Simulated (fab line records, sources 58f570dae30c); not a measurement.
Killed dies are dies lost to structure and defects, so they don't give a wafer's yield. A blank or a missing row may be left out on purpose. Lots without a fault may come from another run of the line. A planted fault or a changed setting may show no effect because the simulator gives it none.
fab line records | flow berkeley_cmos170
record lots=24 wafers=72 last_day=12
route steps=331 shown ZERO@12 PFIELD@87 PVT@121 NSD@194 M2@272
lots that met no fault: from a run of the same line without faults
start_h: hours from the record's first day to the start of the lot's first wafer shown | wait_h: hours since the lot's step before | " the same as in the row above | L1.1+2: a row that stands for several wafers | - no value, or no start given | * or withheld: withheld | < > ~ a bound
route shown NAME@n: a module of which the file shows steps, and the number in the route of the first | usual: mean/standard deviation of fault-free wafers | same: alike in all rows | chamber/n: place in a boat | sites: the reading at each site | _std_site: their standard deviation | _edge_site: outer sites' mean less inner sites' | radius_mm: how far each site lies from the wafer's centre | mask NAME#n: copy n | behind: the tool/chamber that last shaped the wafer | hold: why the lot was held/for how many hours/how that ended | device: the transistor (n, p or np) that didn't switch | end of line: the same wafers' tests at the end of the route | a step without rows: its recipe alone | killed: dies lost to structure and defects at the first sort, not the wafer's yield | map: a wafer's dies, x killed, . not, _ none there
set.NAME: the setting as run; set.NAME@STEP: as run at that earlier step | model.NAME: the simulator's own value behind a step, which no gauge read
steps of the route over a sample of lots; a table a step, a row a wafer
services: from which hour (start_h, from the record's first day; less than 0 if before it) a tool's chamber was out of use, for how many hours, and why
## steps
# step UCB170_ZERO_ETCH_06
# recipe chemistry=CHF3/CF4/Ar target=SiO2 time_s=12 pressure_mtorr=100 rf_w=500 CHF3_flow_sccm=50 cf4_flow_sccm=10 Ar_flow_sccm=120 over_etch_frac=1.462
# usual drypump_motor_current_A=5.8/0.43 oes_product_au=0.633/0.01 throttle_valve_pct=9.27/0.16
# columns lot.wafer tool chamber start_h wait_h drypump_motor_current_A oes_product_au rf_hours_counter_h throttle_valve_pct
L074.2 rie_diel-04 0 17.29 - 5.5 0.651 7 9.33
L074.5 " 1 " " 6.1 0.641 - 8.97
L074.6 " 0 " " 5.5 0.633 - 9.33
L075.2 rie_diel-01 3 24.54 - 5.5 0.633 73 9.17
L075.4 " 2 " " 6.1 0.626 133 9.44
L075.6 " 1 " " 6.4 0.609 - 9.49
L076.3 rie_diel-04 0 29.10 - 5.5 0.637 8 9.33
L076.5 " 1 " " 6.1 0.638 - 8.97
L076.6 " 0 " " 5.5 0.644 - 9.32
L077.1 rie_diel-01 1 33.59 - 6.4 0.607 142 9.50
L077.5 " 3 " " 5.5 0.635 - 9.17
L077.6 " 0 " " 5.9 0.640 - 9.45
L078.1 rie_diel-04 3 38.81 - 4.8 0.639 138 9.27
L078.5 " 2 " " 5.7 0.633 - 9.20
L078.6 " 1 " " 6.1 0.641 - 8.96
L079.1 rie_diel-01 3 45.27 - 5.5 0.626 73 9.16
L079.2 " 0 " " 5.9 0.638 39 9.47
L079.5 " 1 " " 6.4 0.612 - 9.51
L080.1 rie_diel-01 1 52.08 - 6.4 0.613 143 9.48
L080.4 " 2 " " 6.0 0.624 133 9.45
L080.5 " 0 " " 5.9 0.639 - 9.46
L081.3 rie_diel-03 2 56.46 - 5.5 0.625 130 9.26
L081.5 " 2 " " 5.5 0.632 - 9.27
L081.6 " 1 " " 6.2 0.652 - 9.48
L082.1 rie_diel-04 2 60.44 - 5.7 0.638 6 9.18
L082.4 " 0 " " 5.5 0.640 10 9.32
L082.5 " 2 " " 5.8 0.640 - 9.18
L083.3 rie_diel-01 1 66.11 - 6.4 0.609 143 9.51
L083.4 " 0 " " 5.9 0.639 40 9.45
L083.5 " 2 " " 6.1 0.619 - 9.45
L085.2 rie_diel-04 0 72.11 - 5.5 0.644 11 9.31
L085.3 " 3 " " 4.8 0.633 140 9.25
L085.4 " 1 " " 6.1 0.641 86 8.96
L084.3 rie_diel-01 3 72.38 - 5.5 0.630 75 9.17
L084.4 " 2 " " 6.0 0.625 134 9.45
L084.6 " 3 " " 5.5 0.637 - 9.17
L086.1 rie_diel-03 0 80.19 - 6.5 0.622 35 9.36
L086.3 " 2 " " 5.5 0.631 131 9.28
L086.5 " 2 " " 5.5 0.633 - 9.27
L087.1 rie_diel-03 1 87.74 - 6.2 0.651 9 9.48
L087.3 " 3 " " 5.8 0.618 33 9.22
L087.4 " 2 " " 5.5 0.630 131 9.28
L088.1 rie_diel-04 0 87.91 - 5.5 0.647 11 9.33
L088.4 " 2 " " 5.7 0.640 - 9.21
L088.6 " 0 " " 5.4 0.639 - 9.35
L089.1 rie_diel-04 1 95.75 - 6.1 0.635 88 8.96
L089.5 " 2 " " 5.7 0.640 - 9.21
L089.6 " 1 " " 6.1 0.630 - 8.95
L090.3 rie_diel-03 0 99.11 - 6.6 0.627 - 9.34
L090.5 " 0 " " 6.6 0.629 - 9.35
L090.6 " 3 " " 5.8 0.618 - 9.24
L091.2 rie_diel-01 0 101.91 - 6.0 0.628 41 9.45
L091.5 " 0 " " 5.9 0.635 - 9.47
L091.6 " 2 " " 6.0 0.627 - 9.45
L092.1 rie_diel-04 3 108.67 - 4.8 0.642 141 9.27
L092.4 " 2 " " 5.7 0.639 8 9.20
L092.5 " 1 " " 6.1 0.646 - 8.97
L093.1 rie_diel-01 3 113.15 - 5.5 0.627 76 9.17
L093.2 " 2 " " 6.1 0.631 136 9.43
L093.3 " 1 " " 6.4 0.623 145 9.50
L094.3 rie_diel-03 0 121.64 - 6.5 0.628 37 9.34
L094.5 " 1 " " 6.2 0.645 - 9.49
L094.6 " 2 " " 5.5 0.632 - 9.27
L095.1 rie_diel-03 1 124.52 - 6.2 0.649 10 9.46
L095.4 " 0 " " 6.5 0.619 38 9.36
L095.5 " 3 " " 5.8 0.618 - 9.21
L096.3 rie_diel-04 0 126.34 - 5.5 0.638 14 9.32
L096.4 " 2 " " 5.7 0.640 10 9.19
L096.5 " 3 " " 4.8 0.633 - 9.26
L097.2 rie_diel-04 0 132.31 - 5.5 0.638 14 9.34
L097.4 " 3 " " 4.8 0.630 143 9.25
L097.6 " 0 " " 5.5 0.635 - 9.32
# step UCB170_PFIELD_STRIP_08
# recipe chemistry=O2 power_w=400 pressure_mtorr=3500 platen_temp_c=withheld o2_flow_sccm=400 overash_fraction=0.5
# usual drypump_motor_current_A=5.8/0.49 oes_product_au=0.734/0.0045 strip_time_to_endpoint_s=21.63/0.053
# columns lot.wafer tool chamber start_h wait_h drypump_motor_current_A oes_product_au rf_hours_counter_h strip_time_to_endpoint_s
L075.2 plasma_asher-04 0 81.95 0.1 5.1 0.737 27 21.63
L075.4 " 0 " " 5.1 0.738 - 21.69
L075.6 " 0 " " 5.1 0.737 - 21.70
L074.2 plasma_asher-02 0 82.19 0.1 5.4 0.733 39 21.63
L074.5 " 0 " " 5.4 0.740 - 21.64
L074.6 " 1 " " 6.5 0.740 - 21.60
L077.1 plasma_asher-04 1 90.76 0.1 6.3 0.730 28 21.60
L077.5 " 1 " " 6.3 0.732 - 21.55
L077.6 " 0 " " 5.1 0.730 - 21.51
L076.3 plasma_asher-03 0 91.20 0.1 5.6 0.737 - 21.56
L076.5 " 0 " " 5.6 0.734 - 21.53
L076.6 " 1 " " 6.0 0.735 - 21.63
L078.1 plasma_asher-04 1 103.10 0.1 6.3 0.728 30 21.70
L078.5 " 0 " " 5.1 0.735 - 21.62
L078.6 " 1 " " 6.3 0.740 - 21.67
L079.1 plasma_asher-02 1 108.14 0.1 6.5 0.735 42 21.68
L079.2 " 0 " " 5.5 0.736 42 21.66
L079.5 " 0 " " 5.4 0.731 - 21.60
L080.1 plasma_asher-02 1 108.58 0.1 6.5 0.745 42 21.64
L080.4 " 1 " " 6.5 0.732 - 21.64
L080.5 " 1 " " 6.5 0.737 - 21.65
L081.3 plasma_asher-02 1 122.86 0.1 6.5 0.737 - 21.69
L081.5 " 0 " " 5.4 0.733 - 21.68
L081.6 " 1 " " 6.5 0.727 - 21.70
L082.1 plasma_asher-03 0 123.10 0.1 5.6 0.742 44 21.68
L082.4 " 1 " " 6.0 0.727 - 21.67
L082.5 " 1 " " 6.0 0.738 - 21.73
L083.3 plasma_asher-02 0 129.11 0.1 5.4 0.731 - 21.62
L083.4 " 1 " " 6.5 0.733 - 21.63
L083.5 " 0 " " 5.4 0.727 - 21.63
L084.3 plasma_asher-03 1 133.88 0.1 6.0 0.734 - 21.62
L084.4 " 0 " " 5.6 0.723 - 21.54
L084.6 " 0 " " 5.7 0.736 - 21.60
L085.2 plasma_asher-03 0 134.09 0.1 5.6 0.734 46 21.64
L085.3 " 0 " " 5.6 0.738 - 21.57
L085.4 " 1 " " 6.0 0.731 - 21.61
L087.1 plasma_asher-02 1 149.04 0.1 6.5 0.735 48 21.73
L087.3 " 0 " " 5.5 0.734 - 21.64
L087.4 " 1 " " 6.5 0.731 - 21.65
L088.1 plasma_asher-02 0 149.61 0.1 5.5 0.722 48 21.68
L088.4 " 0 " " 5.5 0.725 - 21.68
L088.6 " 1 " " 6.5 0.737 - 21.65
L086.1 plasma_asher-04 0 149.88 0.1 5.1 0.740 36 21.65
L086.3 " 1 " " 6.3 0.727 - 21.66
L086.5 " 0 " " 5.1 0.735 - 21.67
L090.3 plasma_asher-04 1 160.63 0.1 6.3 0.738 - 21.64
L090.5 " 1 " " 6.3 0.736 - 21.69
L090.6 " 0 " " 5.1 0.727 - 21.54
L089.1 plasma_asher-02 1 160.87 0.1 6.5 0.735 49 21.54
L089.5 " 1 " " 6.5 0.734 - 21.62
L089.6 " 0 " " 5.4 0.734 - 21.52
L091.2 plasma_asher-04 1 161.14 0.1 6.3 0.736 37 21.57
L091.5 " 1 " " 6.3 0.736 - 21.53
L091.6 " 0 " " 5.1 0.732 - 21.61
L092.1 plasma_asher-03 1 165.65 0.1 6.0 0.738 50 21.59
L092.4 " 1 " " 6.0 0.742 - 21.62
L092.5 " 0 " " 5.7 0.737 - 21.68
L093.1 plasma_asher-03 1 178.66 0.1 6.0 0.736 51 21.57
L093.2 " 0 " " 5.6 0.734 51 21.60
L093.3 " 0 " " 5.6 0.726 - 21.63
L096.3 plasma_asher-02 1 186.48 0.1 6.5 0.738 - 21.68
L096.4 " 0 " " 5.5 0.738 - 21.67
L096.5 " 1 " " 6.5 0.738 - 21.66
L095.1 plasma_asher-03 0 186.66 0.1 5.6 0.731 51 21.69
L095.4 " 1 " " 6.0 0.742 - 21.72
L095.5 " 0 " " 5.6 0.734 - 21.71
L094.3 plasma_asher-04 1 186.89 0.1 6.3 0.738 - 21.68
L094.5 " 1 " " 6.3 0.733 - 21.60
L094.6 " 0 " " 5.1 0.723 - 21.77
L097.2 plasma_asher-03 0 196.15 0.1 5.6 0.737 52 21.64
L097.4 " 1 " " 6.0 0.742 - 21.59
L097.6 " 0 " " 5.6 0.738 - 21.63
# step UCB170_PFIELD_TW_MEAS_09
# usual PFIELD_TW=601/6.4
# columns lot.wafer tool chamber start_h wait_h PFIELD_TW
L075.2 film_metro-03 - 82.06 0.1 593
L075.4 " - " " 597
L075.6 " - " " 593
L074.2 film_metro-04 - 82.30 0.1 610
L074.5 " - " " 609
L074.6 " - " " 607
L077.1 film_metro-04 - 90.86 0.1 606
L077.5 " - " " 606
L077.6 " - " " 606
L076.3 film_metro-03 - 91.29 0.1 594
L076.5 " - " " 595
L076.6 " - " " 591
L078.1 film_metro-04 - 103.20 0.1 611
L078.5 " - " " 608
L078.6 " - " " 609
L079.1 film_metro-03 - 108.24 0.1 597
L079.2 " - " " 591
L079.5 " - " " 595
L080.1 film_metro-04 - 108.68 0.1 609
L080.4 " - " " 609
L080.5 " - " " 609
L081.3 film_metro-03 - 122.95 0.1 594
L081.5 " - " " 599
L081.6 " - " " 596
L082.1 film_metro-03 - 123.20 0.1 596
L082.4 " - " " 596
L082.5 " - " " 597
L083.3 film_metro-03 - 129.20 0.1 597
L083.4 " - " " 596
L083.5 " - " " 598
L084.3 film_metro-03 - 133.97 0.1 595
L084.4 " - " " 593
L084.6 " - " " 597
L085.2 film_metro-04 - 134.20 0.1 609
L085.3 " - " " 611
L085.4 " - " " 610
L087.1 film_metro-04 - 149.14 0.1 607
L087.3 " - " " 608
L087.4 " - " " 610
L088.1 film_metro-03 - 149.71 0.1 594
L088.4 " - " " 594
L088.6 " - " " 593
L086.1 film_metro-03 - 149.98 0.1 596
L086.3 " - " " 594
L086.5 " - " " 596
L090.3 film_metro-04 - 160.71 0.1 610
L090.5 " - " " 609
L090.6 " - " " 608
L089.1 film_metro-02 - 160.97 0.1 602
L089.5 " - " " 599
L089.6 " - " " 602
L091.2 film_metro-03 - 161.25 0.1 597
L091.5 " - " " 595
L091.6 " - " " 597
L092.1 film_metro-03 - 165.75 0.1 596
L092.4 " - " " 593
L092.5 " - " " 595
L093.1 film_metro-03 - 178.76 0.1 597
L093.2 " - " " 593
L093.3 " - " " 595
L096.3 film_metro-04 - 186.57 0.1 606
L096.4 " - " " 606
L096.5 " - " " 609
L095.1 film_metro-02 - 186.76 0.1 600
L095.4 " - " " 599
L095.5 " - " " 600
L094.3 film_metro-03 - 186.98 0.1 599
L094.5 " - " " 598
L094.6 " - " " 601
L097.2 film_metro-04 - 196.26 0.1 608
L097.4 " - " " 608
L097.6 " - " " 609
# step UCB170_PVT_OVL_MEAS_06
# usual PVT_OVL=2/5.5
# columns lot.wafer tool chamber start_h wait_h PVT_OVL[nm]
L074.2 overlay-02 - 109.97 - 5
L074.5 " - " " -5
L074.6 " - " " -3
L075.2 overlay-02 - 110.09 - -2
L075.4 " - " " -4
L075.6 " - " " 6
L077.1 overlay-02 - 113.72 - 7
L077.5 " - " " 11
L077.6 " - " " 7
L076.3 overlay-02 - 114.15 - 2
L076.5 " - " " 3
L076.6 " - " " -6
L078.1 overlay-02 - 128.14 - -7
L078.5 " - " " -2
L078.6 " - " " -4
L080.1 overlay-02 - 134.12 - 3
L080.4 " - " " 2
L080.5 " - " " -1
L079.1 overlay-02 - 134.23 - 3
L079.2 " - " " 1
L079.5 " - " " -7
L082.1 overlay-01 - 148.56 - 8
L082.4 " - " " -2
L082.5 " - " " 7
L081.3 overlay-02 - 148.59 - 0
L081.5 " - " " 5
L081.6 " - " " 4
L083.3 overlay-01 - 160.29 - 8
L083.4 " - " " -4
L083.5 " - " " -4
L084.3 overlay-02 - 164.85 - 8
L084.4 " - " " -2
L084.6 " - " " -2
L085.2 overlay-02 - 165.12 - -10
L085.3 " - " " -5
L085.4 " - " " -12
L086.1 overlay-01 - 181.14 - 1
L086.3 " - " " 3
L086.5 " - " " 3
L088.1 overlay-02 - 181.68 - 2
L088.4 " - " " -7
L088.6 " - " " 4
L087.1 overlay-01 - 181.92 - 3
L087.3 " - " " 6
L087.4 " - " " 5
L090.3 overlay-01 - 195.53 - 3
L090.5 " - " " 7
L090.6 " - " " 0
L089.1 overlay-02 - 195.79 - 1
L089.5 " - " " -4
L089.6 " - " " 5
L091.2 overlay-02 - 196.07 - -2
L091.5 " - " " -1
L091.6 " - " " 1
L092.1 overlay-01 - 200.05 - 14
L092.4 " - " " 14
L092.5 " - " " 4
L093.1 overlay-01 - 211.27 - 0
L093.2 " - " " 3
L093.3 " - " " -1
L094.3 overlay-01 - 219.14 - 5
L094.5 " - " " 13
L094.6 " - " " 8
L095.1 overlay-01 - 219.62 - 2
L095.4 " - " " -8
L095.5 " - " " 9
L096.3 overlay-02 - 219.75 - 10
L096.4 " - " " 7
L096.5 " - " " 5
L097.2 overlay-01 - 231.40 - -6
L097.4 " - " " 0
L097.6 " - " " 2
# step UCB170_NSD_OVL_MEAS_07
# usual NSD_OVL=-3/5
# columns lot.wafer tool chamber start_h wait_h NSD_OVL[nm]
L075.2 overlay-02 - 141.74 0.1 -5
L075.4 " - " " -5
L075.6 " - " " -8
L077.1 overlay-02 - 141.86 0.1 -4
L077.5 " - " " 0
L077.6 " - " " -8
L076.3 overlay-02 - 141.99 0.1 -5
L076.5 " - " " -4
L076.6 " - " " -3
L074.2 overlay-02 - 142.14 0.1 -3
L074.5 " - " " -5
L074.6 " - " " -4
L078.1 overlay-02 - 152.23 0.1 0
L078.5 " - " " 7
L078.6 " - " " -4
L079.1 overlay-01 - 163.79 0.1 -5
L079.2 " - " " -1
L079.5 " - " " 0
L080.1 overlay-02 - 164.30 0.1 -12
L080.4 " - " " -6
L080.5 " - " " -5
L081.3 overlay-01 - 178.69 0.1 -5
L081.5 " - " " -2
L081.6 " - " " -5
L082.1 overlay-01 - 180.43 0.1 -1
L082.4 " - " " -1
L082.5 " - " " 0
L083.3 overlay-01 - 183.96 0.1 0
L083.4 " - " " -6
L083.5 " - " " -11
L084.3 overlay-02 - 196.47 0.1 0
L084.4 " - " " -5
L084.6 " - " " 0
L085.2 overlay-02 - 196.59 0.1 0
L085.3 " - " " -2
L085.4 " - " " 3
L086.1 overlay-01 - 205.74 0.1 8
L086.3 " - " " 1
L086.5 " - " " 2
L088.1 overlay-01 - 206.29 0.1 0
L088.4 " - " " 7
L088.6 " - " " 3
L087.1 overlay-02 - 206.41 0.1 -2
L087.3 " - " " 3
L087.4 " - " " 1
L090.3 overlay-02 - 221.94 0.1 -9
L090.5 " - " " -5
L090.6 " - " " -9
L089.1 overlay-01 - 222.10 0.1 5
L089.5 " - " " 3
L089.6 " - " " 5
L091.2 overlay-01 - 222.39 0.1 -2
L091.5 " - " " -5
L091.6 " - " " -7
L092.1 overlay-02 - 228.96 0.1 -6
L092.4 " - " " 5
L092.5 " - " " -2
L093.1 overlay-02 - 242.65 0.1 -7
L093.2 " - " " -5
L093.3 " - " " -7
L094.3 overlay-02 - 246.96 0.1 -16
L094.5 " - " " -15
L094.6 " - " " -7
L096.3 overlay-01 - 247.22 0.1 -7
L096.4 " - " " -9
L096.5 " - " " 2
L095.1 overlay-02 - 247.43 0.1 5
L095.4 " - " " -4
L095.5 " - " " -1
L097.2 overlay-02 - 257.89 0.1 3
L097.4 " - " " 6
L097.6 " - " " 3
# step UCB170_M2_SPUTTER_01
# recipe material=Al target_thk_nm=900 time_s=117.3 power_w=6000 chamber_pressure_pa=0.5
# usual cathode_dc_power_W=6000.0/1.1 throttle_valve_pct=29.8/1.2
# columns lot.wafer tool chamber start_h wait_h cathode_dc_power_W throttle_valve_pct
L077.1 pvd_sputter-02 - 160.83 0.0 6000.2 28.1
L077.5 " - " " 5999.6 30.1
L077.6 " - " " 5999.3 30.1
L075.2 pvd_sputter-03 - 161.34 0.0 5998.8 31.7
L075.4 " - " " 5999.2 30.9
L075.6 " - " " 5998.7 30.9
L076.3 pvd_sputter-01 - 161.56 0.0 6000.5 29.5
L076.5 " - " " 5999.2 29.7
L076.6 " - " " 6000.1 27.2
L074.2 pvd_sputter-02 - 161.62 0.0 6001.3 30.2
L074.5 " - " " 6001.6 27.7
L074.6 " - " " 6000.2 29.9
L078.1 pvd_sputter-02 - 173.76 0.0 6000.0 29.8
L078.5 " - " " 6002.6 30.1
L078.6 " - " " 6000.1 30.1
L080.1 pvd_sputter-03 - 179.88 0.0 6002.3 30.6
L080.4 " - " " 5999.6 31.0
L080.5 " - " " 5999.7 30.6
L079.1 pvd_sputter-02 - 179.99 0.0 5999.8 30.0
L079.2 " - " " 5999.6 30.1
L079.5 " - " " 6001.1 29.9
L081.3 pvd_sputter-02 - 197.31 0.0 5998.7 30.0
L081.5 " - " " 5998.2 29.9
L081.6 " - " " 5998.7 28.2
L082.1 pvd_sputter-03 - 197.59 0.0 6000.6 31.6
L082.4 " - " " 5998.3 30.5
L082.5 " - " " 5999.1 31.6
L083.3 pvd_sputter-01 - 201.03 0.0 5999.8 27.3
L083.4 " - " " 6000.5 29.2
L083.5 " - " " 6000.6 29.1
L084.3 pvd_sputter-01 - 212.61 0.0 6000.9 29.3
L084.4 " - " " 5998.6 27.4
L084.6 " - " " 5999.6 29.4
L085.2 pvd_sputter-02 - 212.86 0.0 6000.1 28.2
L085.3 " - " " 5999.6 30.0
L085.4 " - " " 6001.0 30.1
L086.1 pvd_sputter-03 - 222.71 0.0 5998.7 31.6
L086.3 " - " " 5997.8 30.8
L086.5 " - " " 5999.3 31.1
L088.1 pvd_sputter-01 - 222.98 0.0 5997.9 27.3
L088.4 " - " " 6001.2 29.4
L088.6 " - " " 6002.5 29.6
L087.1 pvd_sputter-02 - 223.25 0.0 6000.8 30.5
L087.3 " - " " 6001.1 29.9
L087.4 " - " " 6001.2 30.1
L089.1 pvd_sputter-02 - 242.76 0.0 6000.0 28.1
L089.5 " - " " 5999.8 30.0
L089.6 " - " " 6001.6 30.1
L090.3 pvd_sputter-03 - 242.88 0.0 5999.4 30.7
L090.5 " - " " 5999.2 31.7
L090.6 " - " " 6000.0 31.0
L091.2 pvd_sputter-01 - 243.31 0.0 5999.6 29.5
L091.5 " - " " 5999.3 29.7
L091.6 " - " " 5999.8 29.7
L092.1 pvd_sputter-02 - 247.44 0.0 5999.5 29.9
L092.4 " - " " 6001.9 28.0
L092.5 " - " " 5999.2 30.0
L093.1 pvd_sputter-03 - 260.50 0.0 5999.2 30.9
L093.2 " - " " 6001.4 31.5
L093.3 " - " " 5999.4 30.9
L094.3 pvd_sputter-02 - 266.10 0.0 6001.4 28.1
L094.5 " - " " 5998.7 30.0
L094.6 " - " " 6000.1 27.9
L095.1 pvd_sputter-03 - 266.65 0.0 5999.3 30.9
L095.4 " - " " 6000.9 31.0
L095.5 " - " " 6000.2 30.7
L096.3 pvd_sputter-01 - 266.92 0.0 5999.8 27.2
L096.4 " - " " 6000.1 29.2
L096.5 " - " " 6000.8 27.1
L097.2 pvd_sputter-02 - 277.12 0.0 6000.1 29.9
L097.4 " - " " 6002.4 29.9
L097.6 " - " " 5999.7 29.9
## services
# columns tool chamber start_h hours kind
rie_diel-01 - 14.30 0.2 repair
pvd_sputter-02 - 33.74 0.8 repair
rie_diel-01 2 39.90 11.2 repair
rie_diel-01 3 76.84 8.9 repair
rie_diel-04 3 86.41 2.7 repair
rie_diel-03 2 88.15 11.2 repair
rie_diel-03 1 88.61 15.4 repair
rie_diel-01 1 92.42 15.5 repair
pvd_sputter-03 - 100.15 1.7 repair
plasma_asher-03 - 119.09 1.5 repair
pvd_sputter-01 - 125.54 2.8 repair
plasma_asher-04 - 132.72 7.5 repair
plasma_asher-02 - 134.62 1.7 repair
pvd_sputter-03 - 141.20 1.7 repair
pvd_sputter-03 - 165.25 4.1 repair
rie_diel-04 - 170.36 1.6 repair
plasma_asher-03 - 179.76 2.8 pm
rie_diel-04 - 234.14 0.5 repair
plasma_asher-03 - 238.95 1.1 repair
plasma_asher-04 - 239.77 2.8 pm
rie_diel-01 3 243.04 11.9 repair
plasma_asher-02 - 254.59 2.5 repair
rie_diel-01 - 255.48 3.6 repair
plasma_asher-03 - 259.13 2.4 repair
## key
fault none
